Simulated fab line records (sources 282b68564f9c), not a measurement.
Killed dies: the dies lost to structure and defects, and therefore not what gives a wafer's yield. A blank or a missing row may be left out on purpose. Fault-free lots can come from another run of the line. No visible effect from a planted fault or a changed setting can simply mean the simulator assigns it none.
2 desks, one fault || flow rit-cmos || only its own numbers are on each desk; what lay behind them is given at the end

== THE TOOL OWNER'S DESK: furnace-04 ==
The tool's own readings at RIT_FOX2_OXIDATION_00 (target thk 350.7 nm, ox time 1130 s): means of the sampled wafers that have a number, for each lot that ran on this tool. The brackets show how far a lot's mean lies from the usual mean; more than 4 standard deviations puts the lot out of limits, marked OUT.
Columns: A = spike-tc-centre-C at RIT_FOX2_OXIDATION_00, usual 1102.8 C; B = spike-tc-load-C at RIT_FOX2_OXIDATION_00, usual 1128.7 C; C = spike-tc-source-C at RIT_FOX2_OXIDATION_00, usual 1127.9 C; D = tube-center-temp-C at RIT_FOX2_OXIDATION_00, usual 1100 C; E = tube_center_temp_C_max at RIT_FOX2_OXIDATION_00, usual 1102.8
{"lot": "L171", "first seen here": "day 2 18:07", "A": 1103.7, "B": 1128.2, "C": 1126.3, "D": 1100, "E": 1102.9}
{"lot": "L173", "first seen here": "day 3 06:16", "A": 1103.8, "B": 1127.6, "C": 1127.4, "D": 1100, "E": 1102.7}
{"lot": "L174", "first seen here": "day 3 10:45", "A": 1104.6, "B": 1127.4, "C": 1127.2, "D": 1100, "E": 1102.6}
{"lot": "L175", "first seen here": "day 3 14:58", "A": "1139.5 (+23) OUT", "B": "1163.2 (+25) OUT", "C": "1162.3 (+31) OUT", "D": "1135 (+99 or more) OUT", "E": "1137.7 (+85) OUT"}
{"lot": "L178", "first seen here": "day 4 07:38", "A": "1139.0 (+23) OUT", "B": "1163.4 (+25) OUT", "C": "1163.4 (+32) OUT", "D": "1135 (+99 or more) OUT", "E": "1138.3 (+87) OUT"}
Finding of this desk: L175, L178 out of limits; the first was L175 at day 3 14:58, on spike-tc-centre-C at RIT_FOX2_OXIDATION_00. L171, L173, L174: within limits.

== FROM THE METROLOGY DESK ==
What the gauges read, lot by lot, whatever tool the lot ran on: means of the sampled wafers that have a number. The brackets show how far a lot's mean lies from the usual mean; more than 4 standard deviations puts the lot out of limits, marked OUT.
Columns: A = FOX2_OXIDE_THK at RIT_FOX2_THK_MEAS_01, usual 348 nm; B = FIELD_OXIDE_LEFT_1_THK at RIT_FOX2_THK_MEAS_90, usual 321 nm; C = FIELD_OXIDE_LEFT_2_THK at RIT_FOX2_THK_MEAS_91, usual 253 nm
{"lot": "L166", "first seen here": "day 1 19:00", "A": 353, "B": 326, "C": 257}
{"lot": "L167", "first seen here": "day 1 23:26", "A": 344, "B": 317, "C": 249}
{"lot": "L169", "first seen here": "day 2 09:48", "A": 342, "B": 315, "C": 246}
{"lot": "L170", "first seen here": "day 2 15:16", "A": 352, "B": 325, "C": 257}
{"lot": "L171", "first seen here": "day 2 19:26", "A": 346, "B": 319, "C": 252}
{"lot": "L173", "first seen here": "day 3 07:34", "A": 351, "B": 324, "C": 256}
{"lot": "L174", "first seen here": "day 3 12:05", "A": 352, "B": 324, "C": 256}
{"lot": "L175", "first seen here": "day 3 16:17", "A": "410 (+9.9) OUT", "B": "384 (+9.9) OUT", "C": "316 (+9.9) OUT"}
{"lot": "L176", "first seen here": "day 3 22:06", "A": 338, "B": 311, "C": 243}
{"lot": "L178", "first seen here": "day 4 08:58", "A": "414 (+11) OUT", "B": "386 (+10) OUT", "C": "318 (+10) OUT"}
{"lot": "L181", "first seen here": "day 5 00:09", "A": 350, "B": 322, "C": 255}
{"lot": "L184", "first seen here": "day 5 15:06", "A": 345, "B": 318, "C": 250}
{"lot": "L187", "first seen here": "day 6 07:07", "A": 340, "B": 313, "C": 244}
{"lot": "L189", "first seen here": "day 6 14:27", "A": 345, "B": 317, "C": 249}
Finding of this desk: L175, L178 out of limits, first seen on L175 at day 3 16:17 (FOX2_OXIDE_THK at RIT_FOX2_THK_MEAS_01). L166, L167, L169, L170, L171, L173, L174, L176, L181, L184, L187, L189: within limits.

== TAKEN TOGETHER ==
On L175, L178, at day 3 14:58, an alarm was possible from the tool owner's desk.
On L175, L178, the metrology desk was in a position to raise an alarm at day 3 16:17.
On furnace-04, each named lot ran RIT_FOX2_OXIDATION_00.

== WHAT THE SIMULATOR PUT IN ==
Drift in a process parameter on furnace-04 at RIT_FOX2_OXIDATION_00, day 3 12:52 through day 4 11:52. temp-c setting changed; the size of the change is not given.
Shown lots that were struck: L175, L178.
Time in hours from fault onset to the first out-of-limits reading at each desk: tool owner's desk 2, metrology desk 3.
